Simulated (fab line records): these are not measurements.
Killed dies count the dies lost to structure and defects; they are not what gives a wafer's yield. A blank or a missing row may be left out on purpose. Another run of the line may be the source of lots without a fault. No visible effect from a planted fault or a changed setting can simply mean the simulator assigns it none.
A struck lot beside a sound one / flow rit_cmos / 19 steps out of a route of 202
Sound: the wafers L865.3, L865.4, L865.5. Struck: wafers L882.2, L882.3, L882.5. Last of all comes the cause.
Per side, at each step with rows, come the tool, then ch with its chambers, and then its first start. Under that, the readings that differ: sound wafers / struck wafers / difference of the means / sigmas: that difference in standard deviations of wafers without a fault.
alike: words and numbers the same on both sides, and readings whose means are apart by under 2 such deviations; not compared: readings that were withheld, readings missing a value for some wafer, numbers with overlapping values and no deviation given by the record, and bounds like >300 which may hide the same value.
Wherever a step has rows on one side only, a row that says differs or no value, or a row with sigmas, the two part there. Numbers that don't overlap but have no deviation are shown without sigmas and don't part them. Lack of a reading on every wafer of one side parts them only where that side has two or more wafers.

first, 4 steps without rows for these wafers: RIT_PSD_SOFTBAKE_02 (time 60 s); RIT_PSD_EXPOSE_03 (exposes mask M10, target cd 40900 nm); RIT_PSD_PEB_04; RIT_PSD_DEVELOP_05 (develop time 50 s).
RIT_PSD_OVL_MEAS_06:
  sound on overlay-02, day 3 10:37; struck on overlay-01, day 6 22:40
  alike: PSD_OVL
then, 2 steps without rows for these wafers: RIT_PSD_HARDBAKE_07 (time 60 s); RIT_PSD_IMPLANT_08.
RIT_PSD_STRIP_09: strips in O2, time 180 s.
  sound on plasma_asher-02 ch 0,1, day 3 10:59; struck on plasma_asher-01 ch 0,1, day 6 23:14
  alike: drypump_motor_current_A, o2_flow_sccm
  not compared: rf_hours_counter_h
RIT_PSD_TW_MEAS_10:
  sound on film_metro-02, day 3 11:08; struck on film_metro-04, day 6 23:25
reading=PSD_TW; sound=3401 3394 3404; struck=3492 3493 3471; difference=+86; sigmas=+3
then, 3 steps without rows for these wafers: RIT_SDANNEAL_CLEAN_00 (cleans in SC1, time 600 s); RIT_SDANNEAL_CLEAN_01 (cleans in dHF, time 30 s); RIT_SDANNEAL_CLEAN_02 (cleans in SC2, time 600 s).
RIT_SDANNEAL_RTA_03: time 5 s.
  sound on rtp_anneal-02 ch 0, day 3 11:35; struck on rtp_anneal-01 ch 0, day 6 23:53
reading=wafer_temp_C_max; sound=1055.7 1054.8 1052.1; struck=987.7 987.1 987.1; difference=-66.9; sigmas=-56
RIT_SDANNEAL_RS_MEAS_04: measures by four-point-probe.
  sound on film_metro-04, day 3 11:40; struck on film_metro-04, day 6 23:57
reading=PSD_RS (ohm/sq); sound=115.98 116.40 116.01; struck=166.27 165.90 165.83; difference=+49.87; sigmas=+99 or more
RIT_SDANNEAL_RS_MEAS_05: measures by four-point-probe.
  sound on film_metro-04, day 3 11:47; struck on film_metro-04, day 7 00:04
reading=NSD_RS (ohm/sq); sound=84.36 84.33 84.43; struck=87.12 86.94 86.94; difference=+2.63; sigmas=+11
RIT_SDANNEAL_RS_MEAS_06: measures by four-point-probe.
  sound on film_metro-04, day 3 11:55; struck on film_metro-04, day 7 00:11
reading=PLDD_RS (ohm/sq); sound=179.0 178.7 178.9; struck=246.5 245.7 245.5; difference=+67.0; sigmas=+99 or more
RIT_SDANNEAL_RS_MEAS_07: measures by four-point-probe.
  sound on film_metro-04, day 3 12:02; struck on film_metro-04, day 7 00:19
reading=NLDD_RS (ohm/sq); sound=151.5 151.5 151.5; struck=153.6 153.6 153.6; difference=+2.1; sigmas=+4
then, 1 step without rows for these wafers: RIT_SILICIDE_WET_ETCH_00 (etches SiO2 in BOE, target depth 14 nm, time 15 s).
RIT_M1_PROBE_99:
  sound on prober-01, day 3 19:00; struck on prober-02, day 7 07:37
reading=model.etest.pmos_turned.r_on_ohm_um; sound=3471 3478 3457; struck=4953 4952 4853; difference=+1451; sigmas=
reading=model.etest.pmos_0p3.r_on_ohm_um; sound=6347 6366 6326; struck=7504 7404 7338; difference=+1069; sigmas=
reading=model.etest.pmos_0p15.r_on_ohm_um; sound=2817 2820 2738; struck=3584 3609 3594; difference=+804; sigmas=
reading=model.etest.pldd.rs_ohm_sq; sound=497.5 481.3 524.5; struck=687.2 674.1 663.9; difference=+174.0; sigmas=
reading=model.etest.nmos_0p3.r_on_ohm_um; sound=2147 2176 2135; struck=2387 2386 2327; difference=+214; sigmas=
reading=model.etest.pmos_turned.drive_ua_um; sound=186.7 191.7 185.9; struck=113.3 114.8 118.8; difference=-72.5; sigmas=
reading=model.etest.nmos_0p15.r_on_ohm_um; sound=1146 1182 1082; struck=1222 1233 1234; difference=+93; sigmas=
reading=model.etest.nmos_0p15.drive_ua_um; sound=463 469.9 474.5; struck=397.6 388.4 398.7; difference=-74.2; sigmas=
  alike: killed_at_M0_to_M3, killed_at_contacts, killed_at_front_end, killed_dies, killed_open, killed_short

## WHERE THEY PART
Last at RIT_SDANNEAL_RS_MEAS_07 as far as this record goes, first at RIT_PSD_TW_MEAS_10. Later steps at which nothing parts them and some readings are alike: RIT_M1_PROBE_99.

WHY: whatever the simulator had introduced
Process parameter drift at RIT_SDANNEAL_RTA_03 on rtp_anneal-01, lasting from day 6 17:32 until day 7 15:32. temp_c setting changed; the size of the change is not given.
